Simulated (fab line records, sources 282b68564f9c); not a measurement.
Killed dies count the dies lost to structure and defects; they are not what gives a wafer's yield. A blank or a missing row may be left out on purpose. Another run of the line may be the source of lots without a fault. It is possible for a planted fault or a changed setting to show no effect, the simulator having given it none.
fab line records + flow rit_cmos
[record]
- lots = 6
- wafers = 18
- last_day = 7
route steps=202 shown GATE@90 REOX@98 NLDD@103 M1@202
lots that met no fault: taken from a fault-free run of the same line
start_h: hours from the record's opening day to when the first of the lot's shown wafers began + wait_h: hours from the lot's prior step to this one + " the same as in the row above + L1.1+2: a single row standing in for several wafers + - either no value or no given start + * or withheld: withheld + < > ~ a bound
route shown NAME@n: names a module that has steps shown in the file, with the first one's number in the route + usual: mean/standard deviation of fault-free wafers + same: alike in all rows + chamber/n: place in a boat + sites: readings site by site + _std_site: the standard deviation of these + _edge_site: outer sites' mean less inner sites' + radius_mm: how far each site lies from the wafer's centre + mask NAME#n: copy n + behind: the tool/chamber that last shaped the wafer + hold: why the lot was held/for how many hours/how that ended + device: which transistor (n, p or np) failed to switch + end of line: tests of these same wafers at the route's end + step lacking rows: just its recipe + killed: dies lost to structure and defects at the first sort, not the wafer's yield + map: shows each die of a wafer: x if killed, . if not, _ if none is there
set.NAME: the run value of the setting; set.NAME@STEP: its run value at that earlier step + model.NAME: the simulator's own value behind a step, which no gauge read
lots at selected steps of the route; one table per step, one row per wafer
services: from which hour (start_h, from the record's first day; less than 0 if before it) a tool's chamber was out of use, for how many hours, and why
[[steps]]
[step RIT_GATE_PEB_14]
[recipe]
- resist = NOVOLAK
- temp_c = withheld
- time_s = withheld
[step RIT_GATE_DEVELOP_15]
[recipe]
- resist = NOVOLAK
- develop_time_s = 48.27
- dev_temp_c = 23
[step RIT_GATE_CD_MEAS_16]
[recipe]
- target_cd_nm = 150
[usual]
- cd_nm = 148.9/2.4
| lot.wafer | tool      | chamber | start_h | wait_h | cd_nm |
|-----------|-----------|---------|---------|--------|-------|
| L823.3    | cd_sem-02 | -       | 44.63   | -      | 148.2 |
| L823.4    | "         | -       | "       | "      | 148.9 |
| L823.6    | "         | -       | "       | "      | 147.9 |
| L827.3    | cd_sem-01 | -       | 62.50   | -      | 151.5 |
| L827.4    | "         | -       | "       | "      | 151.0 |
| L827.6    | "         | -       | "       | "      | 150.8 |
| L834.1    | cd_sem-01 | -       | 97.90   | -      | 146.7 |
| L834.3    | "         | -       | "       | "      | 148.1 |
| L834.6    | "         | -       | "       | "      | 148.6 |
| L835.1    | cd_sem-02 | -       | 102.29  | -      | 148.5 |
| L835.4    | "         | -       | "       | "      | 146.9 |
| L835.5    | "         | -       | "       | "      | 146.8 |
| L841.3    | cd_sem-01 | -       | 131.15  | -      | 147.9 |
| L841.5    | "         | -       | "       | "      | 149.9 |
| L841.6    | "         | -       | "       | "      | 150.3 |
| L844.2    | cd_sem-01 | -       | 146.29  | -      | 153.9 |
| L844.3    | "         | -       | "       | "      | 155.1 |
| L844.5    | "         | -       | "       | "      | 152.6 |
[step RIT_GATE_OVL_MEAS_17]
[usual]
- GATE_OVL = -1.5/1.6
| lot.wafer | tool       | chamber | start_h | wait_h | GATE_OVL[nm] |
|-----------|------------|---------|---------|--------|--------------|
| L823.3    | overlay-01 | -       | 44.72   | 0.1    | -3.8         |
| L823.4    | "          | -       | "       | "      | -1.8         |
| L823.6    | "          | -       | "       | "      | -1.6         |
| L827.3    | overlay-02 | -       | 62.59   | 0.1    | -2.6         |
| L827.4    | "          | -       | "       | "      | -1.0         |
| L827.6    | "          | -       | "       | "      | 0.0          |
| L834.1    | overlay-02 | -       | 98.02   | 0.1    | -2.7         |
| L834.3    | "          | -       | "       | "      | -1.9         |
| L834.6    | "          | -       | "       | "      | -2.4         |
| L835.1    | overlay-01 | -       | 102.41  | 0.1    | 1.2          |
| L835.4    | "          | -       | "       | "      | -3.8         |
| L835.5    | "          | -       | "       | "      | 0.7          |
| L841.3    | overlay-01 | -       | 131.24  | 0.1    | -1.1         |
| L841.5    | "          | -       | "       | "      | -0.3         |
| L841.6    | "          | -       | "       | "      | -2.6         |
| L844.2    | overlay-01 | -       | 146.40  | 0.1    | -1.6         |
| L844.3    | "          | -       | "       | "      | 0.8          |
| L844.5    | "          | -       | "       | "      | 0.7          |
[step RIT_GATE_HARDBAKE_18]
[recipe]
- resist = NOVOLAK
- temp_c = 140
- time_s = 60
[step RIT_GATE_ETCH_19]
[recipe]
- chemistry = SF6/CHF3/O2
- time_s = 165
- SF6_flow_sccm = 30
- CHF3_flow_sccm = 30
- O2_flow_sccm = 5
- target = poly-Si
- pressure_mtorr = 40
- rf_w = 160
- target_depth_a = 3125
- over_etch_frac = 0.25
- stop_on = SiO2
[usual]
- drypump_motor_current_A = 5.9/0.36
- oes_product_au = 0.846/0.019
- throttle_valve_pct = 10.30/0.11
| lot.wafer | tool      | chamber | start_h | wait_h | drypump_motor_current_A | oes_product_au | rf_hours_counter_h | throttle_valve_pct |
|-----------|-----------|---------|---------|--------|-------------------------|----------------|--------------------|--------------------|
| L823.3    | rie_si-01 | 2       | 44.89   | 0.1    | 5.5                     | 0.831          | 59                 | 10.28              |
| L823.4    | "         | 1       | "       | "      | 5.2                     | 0.835          | 142                | 10.46              |
| L823.6    | "         | 2       | "       | "      | 5.5                     | 0.831          | -                  | 10.27              |
| L827.3    | rie_si-01 | 0       | 62.77   | 0.1    | 5.9                     | 0.855          | 25                 | 10.15              |
| L827.4    | "         | 1       | "       | "      | 5.2                     | 0.823          | 142                | 10.49              |
| L827.6    | "         | 2       | "       | "      | 5.5                     | 0.845          | -                  | 10.27              |
| L834.1    | rie_si-02 | 3       | 98.20   | 0.1    | 5.8                     | 0.851          | 110                | 10.38              |
| L834.3    | "         | 2       | "       | "      | 6.3                     | 0.841          | 64                 | 10.37              |
| L834.6    | "         | 1       | "       | "      | 5.7                     | 0.878          | -                  | 10.13              |
| L835.1    | rie_si-01 | 1       | 102.60  | 0.1    | 5.2                     | 0.811          | 142                | 10.47              |
| L835.4    | "         | 2       | "       | "      | 5.5                     | 0.822          | 59                 | 10.27              |
| L835.5    | "         | 2       | "       | "      | 5.5                     | 0.825          | -                  | 10.28              |
| L841.3    | rie_si-01 | 1       | 131.42  | 0.1    | 5.2                     | 0.825          | 142                | 10.47              |
| L841.5    | "         | 3       | "       | "      | 6.2                     | 0.835          | -                  | 10.41              |
| L841.6    | "         | 2       | "       | "      | 5.5                     | 0.831          | -                  | 10.26              |
| L844.2    | rie_si-02 | 1       | 146.58  | 0.1    | 5.7                     | 0.866          | 139                | 10.14              |
| L844.3    | "         | 2       | "       | "      | 6.3                     | 0.827          | 64                 | 10.37              |
| L844.5    | "         | 1       | "       | "      | 5.7                     | 0.868          | -                  | 10.14              |
[step RIT_GATE_STRIP_20]
[recipe]
- chemistry = O2
- time_s = 180
- resist = NOVOLAK
- platen_temp_c = withheld
- power_w = 500
- pressure_mtorr = 4000
- o2_flow_sccm = 4000
[usual]
- drypump_motor_current_A = 5.5/0.42
| lot.wafer | tool            | chamber | start_h | wait_h | drypump_motor_current_A | rf_hours_counter_h |
|-----------|-----------------|---------|---------|--------|-------------------------|--------------------|
| L823.3    | plasma_asher-03 | 1       | 45.06   | 0.1    | 5.7                     | -                  |
| L823.4    | "               | 0       | "       | "      | 5.8                     | -                  |
| L823.6    | "               | 1       | "       | "      | 5.7                     | -                  |
| L827.3    | plasma_asher-01 | 1       | 62.93   | 0.1    | 4.8                     | -                  |
| L827.4    | "               | 0       | "       | "      | 6.1                     | -                  |
| L827.6    | "               | 0       | "       | "      | 6.2                     | -                  |
| L834.1    | plasma_asher-01 | 1       | 98.31   | 0.1    | 4.8                     | 46                 |
| L834.3    | "               | 1       | "       | "      | 4.7                     | -                  |
| L834.6    | "               | 0       | "       | "      | 6.1                     | -                  |
| L835.1    | plasma_asher-04 | 1       | 102.70  | 0.1    | 5.5                     | 32                 |
| L835.4    | "               | 1       | "       | "      | 5.5                     | -                  |
| L835.5    | "               | 0       | "       | "      | 5.2                     | -                  |
| L841.3    | plasma_asher-01 | 1       | 131.58  | 0.1    | 4.8                     | -                  |
| L841.5    | "               | 0       | "       | "      | 6.2                     | -                  |
| L841.6    | "               | 1       | "       | "      | 4.8                     | -                  |
| L844.2    | plasma_asher-04 | 0       | 146.69  | 0.1    | 5.2                     | 37                 |
| L844.3    | "               | 1       | "       | "      | 5.6                     | -                  |
| L844.5    | "               | 1       | "       | "      | 5.5                     | -                  |
[step RIT_GATE_CD_MEAS_90]
[recipe]
- target_cd_nm = 150
[usual]
- cd_nm = 148.9/2.4
| lot.wafer | tool      | chamber | start_h | wait_h | cd_nm |
|-----------|-----------|---------|---------|--------|-------|
| L823.3    | cd_sem-02 | -       | 45.30   | 0.2    | 148.2 |
| L823.4    | "         | -       | "       | "      | 149.1 |
| L823.6    | "         | -       | "       | "      | 147.9 |
| L827.3    | cd_sem-02 | -       | 63.09   | 0.1    | 152.0 |
| L827.4    | "         | -       | "       | "      | 150.8 |
| L827.6    | "         | -       | "       | "      | 150.8 |
| L834.1    | cd_sem-02 | -       | 98.48   | 0.1    | 146.9 |
| L834.3    | "         | -       | "       | "      | 148.3 |
| L834.6    | "         | -       | "       | "      | 148.9 |
| L835.1    | cd_sem-02 | -       | 102.88  | 0.1    | 148.1 |
| L835.4    | "         | -       | "       | "      | 147.1 |
| L835.5    | "         | -       | "       | "      | 147.9 |
| L841.3    | cd_sem-01 | -       | 131.74  | 0.1    | 148.6 |
| L841.5    | "         | -       | "       | "      | 149.7 |
| L841.6    | "         | -       | "       | "      | 150.0 |
| L844.2    | cd_sem-01 | -       | 146.88  | 0.1    | 153.6 |
| L844.3    | "         | -       | "       | "      | 154.6 |
| L844.5    | "         | -       | "       | "      | 152.9 |
[step RIT_REOX_CLEAN_00]
[recipe]
- chemistry = SC1
- mix = 3:3:50
- time_s = 600
- temp_c = 75
[step RIT_REOX_CLEAN_01]
[recipe]
- chemistry = dHF
- dilution = 50:1
- time_s = 30
[step RIT_REOX_CLEAN_02]
[recipe]
- chemistry = SC2
- mix = 3:3:50
- time_s = 600
- temp_c = 75
- dry = n2_spin
[step RIT_REOX_OXIDATION_03]
[recipe]
- temp_c = 900
- ambient = O2
- target_thk_a = 252
- ox_time_s = 5580
[step RIT_REOX_THK_MEAS_04]
[recipe]
- reads = SiO2_of_REOX_OXIDATION_03
[usual]
- REOX_OXIDE_THK = 25.2/0.47
| lot.wafer | tool          | chamber | start_h | wait_h | REOX_OXIDE_THK[nm] |
|-----------|---------------|---------|---------|--------|--------------------|
| L823.3    | film_metro-04 | -       | 48.35   | 0.0    | 24.1               |
| L823.4    | "             | -       | "       | "      | 24.4               |
| L823.6    | "             | -       | "       | "      | 24.4               |
| L827.3    | film_metro-04 | -       | 66.72   | 0.0    | 25.1               |
| L827.4    | "             | -       | "       | "      | 25.4               |
| L827.6    | "             | -       | "       | "      | 25.4               |
| L834.1    | film_metro-04 | -       | 101.55  | 0.0    | 27.6               |
| L834.3    | "             | -       | "       | "      | 27.3               |
| L834.6    | "             | -       | "       | "      | 28.1               |
| L835.1    | film_metro-04 | -       | 106.05  | 0.0    | 27.8               |
| L835.4    | "             | -       | "       | "      | 27.6               |
| L835.5    | "             | -       | "       | "      | 27.3               |
| L841.3    | film_metro-02 | -       | 134.76  | 0.0    | 25.8               |
| L841.5    | "             | -       | "       | "      | 25.4               |
| L841.6    | "             | -       | "       | "      | 25.3               |
| L844.2    | film_metro-01 | -       | 149.94  | 0.0    | 25.8               |
| L844.3    | "             | -       | "       | "      | 25.5               |
| L844.5    | "             | -       | "       | "      | 25.7               |
[step RIT_NLDD_HMDS_00]
[recipe]
- prime_time_s = 60
- prime_temp_c = 140
[step RIT_M1_PROBE_99]
[usual]
- killed_at_front_end = 6.9/3
- killed_dies = 6.9/3
- killed_open = 3.5/2
- killed_short = 3.4/2.1
[same]
- gross_dies = 264
- killed_at_M0_to_M3 = 0
- killed_at_M4_up = 0
- killed_at_back_side = 0
- killed_at_contacts = 0
- killed_at_other = 0
| lot.wafer | tool      | chamber | start_h | wait_h | killed_at_front_end | killed_dies | killed_open | killed_short |
|-----------|-----------|---------|---------|--------|---------------------|-------------|-------------|--------------|
| L823.3    | prober-02 | -       | 66.58   | 0.2    | 7                   | 7           | 5           | 2            |
| L823.4    | prober-02 | -       | 66.63   | 0.2    | 11                  | 11          | 7           | 2            |
| L823.6    | prober-02 | -       | 66.73   | 0.2    | 9                   | 9           | 4           | 4            |
| L827.3    | prober-02 | -       | 82.94   | 0.2    | 9                   | 9           | 2           | 7            |
| L827.4    | prober-02 | -       | 82.99   | 0.2    | 5                   | 5           | 4           | 1            |
| L827.6    | prober-02 | -       | 83.09   | 0.2    | 12                  | 12          | 5           | 7            |
| L834.1    | prober-01 | -       | 117.91  | 0.1    | 4                   | 4           | 3           | 1            |
| L834.3    | prober-01 | -       | 118.01  | 0.2    | 8                   | 8           | 5           | 3            |
| L834.6    | prober-01 | -       | 118.16  | 0.2    | 5                   | 5           | 1           | 4            |
| L835.1    | prober-02 | -       | 123.47  | 0.1    | 5                   | 5           | 2           | 3            |
| L835.4    | prober-02 | -       | 123.62  | 0.2    | 9                   | 9           | 7           | 2            |
| L835.5    | prober-02 | -       | 123.67  | 0.2    | 14                  | 14          | 9           | 5            |
| L841.3    | prober-02 | -       | 151.40  | 0.2    | 8                   | 8           | 5           | 3            |
| L841.5    | prober-02 | -       | 151.50  | 0.2    | 8                   | 8           | 7           | 1            |
| L841.6    | prober-02 | -       | 151.55  | 0.2    | 8                   | 8           | 5           | 3            |
| L844.2    | prober-01 | -       | 166.62  | 0.1    | 7                   | 7           | 5           | 2            |
| L844.3    | prober-01 | -       | 166.67  | 0.2    | 9                   | 9           | 5           | 4            |
| L844.5    | prober-01 | -       | 166.77  | 0.2    | 3                   | 3           | 2           | 1            |
// killed by level:class
L823.3 GATE:geometric_particle:open=2 FOX1:geometric_particle:open=1 FOX1:geometric_particle:short=1 GATE:geometric_particle:short=1 REOX:geometric_particle:open=1 SPACER:geometric_particle:open=1
L823.4 SPACER:geometric_particle:open=3 FOX2:geometric_particle:open=2 NWELL:coat_microbubble_printed=2 GATE:geometric_particle:open=1 GATE:geometric_particle:short=1 SPACER:geometric_particle:short=1 SILICIDE:geometric_particle:open=1
L823.6 GATE:geometric_particle:open=2 GATE:geometric_particle:short=2 REOX:geometric_particle:short=2 FOX2:geometric_particle:open=1 SILICIDE:geometric_particle:open=1 NWELL:coat_microbubble_printed=1
L827.3 GATE:geometric_particle:short=3 REOX:geometric_particle:short=2 GATE:geometric_particle:open=1 REOX:geometric_particle:open=1 SPACER:geometric_particle:short=1 SILICIDE:geometric_particle:short=1
L827.4 GATE:geometric_particle:open=2 REOX:geometric_particle:open=2 SILICIDE:geometric_particle:short=1
L827.6 GATE:geometric_particle:open=5 GATE:geometric_particle:short=3 FOX1:geometric_particle:short=2 FOX2:geometric_particle:short=1 REOX:geometric_particle:short=1
L834.1 FOX2:geometric_particle:open=1 GATE:geometric_particle:open=1 REOX:geometric_particle:short=1 SILICIDE:geometric_particle:open=1
L834.3 GATE:geometric_particle:open=3 REOX:geometric_particle:open=2 FOX1:geometric_particle:short=1 REOX:geometric_particle:short=1 SILICIDE:geometric_particle:short=1
L834.6 REOX:geometric_particle:short=2 FOX1:geometric_particle:short=1 GATE:geometric_particle:open=1 SILICIDE:geometric_particle:short=1
L835.1 FOX2:geometric_particle:short=1 REOX:geometric_particle:open=1 REOX:geometric_particle:short=1 SPACER:geometric_particle:open=1 SILICIDE:geometric_particle:short=1
L835.4 GATE:geometric_particle:open=2 SPACER:geometric_particle:open=2 SILICIDE:geometric_particle:open=2 FOX2:geometric_particle:open=1 REOX:geometric_particle:short=1 SPACER:geometric_particle:short=1
L835.5 SILICIDE:geometric_particle:open=4 GATE:geometric_particle:open=3 FOX2:geometric_particle:short=2 FOX1:geometric_particle:short=1 FOX2:geometric_particle:open=1 GATE:geometric_particle:short=1 REOX:geometric_particle:short=1 SPACER:geometric_particle:open=1
L841.3 REOX:geometric_particle:open=2 REOX:geometric_particle:short=2 FOX1:geometric_particle:open=1 GATE:geometric_particle:open=1 GATE:geometric_particle:short=1 SPACER:geometric_particle:open=1
L841.5 FOX1:geometric_particle:open=3 GATE:geometric_particle:open=2 GATE:geometric_particle:short=1 REOX:geometric_particle:open=1 SPACER:geometric_particle:open=1
L841.6 GATE:geometric_particle:short=2 REOX:geometric_particle:open=2 FOX2:geometric_particle:open=1 GATE:geometric_particle:open=1 REOX:geometric_particle:short=1 SPACER:geometric_particle:open=1
L844.2 GATE:geometric_particle:open=2 SILICIDE:geometric_particle:open=2 FOX1:geometric_particle:open=1 FOX2:geometric_particle:short=1 SILICIDE:geometric_particle:short=1
L844.3 FOX1:geometric_particle:short=3 FOX1:geometric_particle:open=2 FOX2:geometric_particle:open=1 GATE:geometric_particle:short=1 SPACER:geometric_particle:open=1 STARTING-WAFER:geometric_particle:open=1
L844.5 FOX2:geometric_particle:open=1 SPACER:geometric_particle:open=1 SPACER:geometric_particle:short=1
[[services]]
| tool            | chamber | start_h | hours | kind   |
|-----------------|---------|---------|-------|--------|
| rie_si-01       | 0       | 53.00   | 7.8   | repair |
| plasma_asher-03 | -       | 61.16   | 2.7   | repair |
| plasma_asher-01 | -       | 74.99   | 3.2   | repair |
| plasma_asher-01 | -       | 90.39   | 5.1   | repair |
| plasma_asher-01 | -       | 115.79  | 4.3   | repair |
[[key]]
[first_sign]
- step = RIT_REOX_THK_MEAS_04
- reading = REOX_OXIDE_THK
- direction = up
- sigmas = 5.1
- usual = 25.2
- struck = 27.6
effect none on later readings
met_at RIT_REOX_THK_MEAS_04
struck_wafers L834.1,L834.3,L834.6,L835.1,L835.4,L835.5
tester_left_out L834,L835
onset_between 66.72 101.55
also_fits RIT_GATE_CD_MEAS_90:cd_sem-02
[fault]
- kind = metrology_matching_offset
- tool = film_metro-04
- chamber = -
- onset_h = 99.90
- steps = RIT_REOX_THK_MEAS_04
- param = thk_nm
- offset = 2.1259
// tester_left_out: of these lots the tester's yield and bins aren't shown, on N5 and GAA mostly nor the transistor test; their killed dies are dies lost to structure and defects alone, not to doping, threshold or leakage, so they don't give the yield
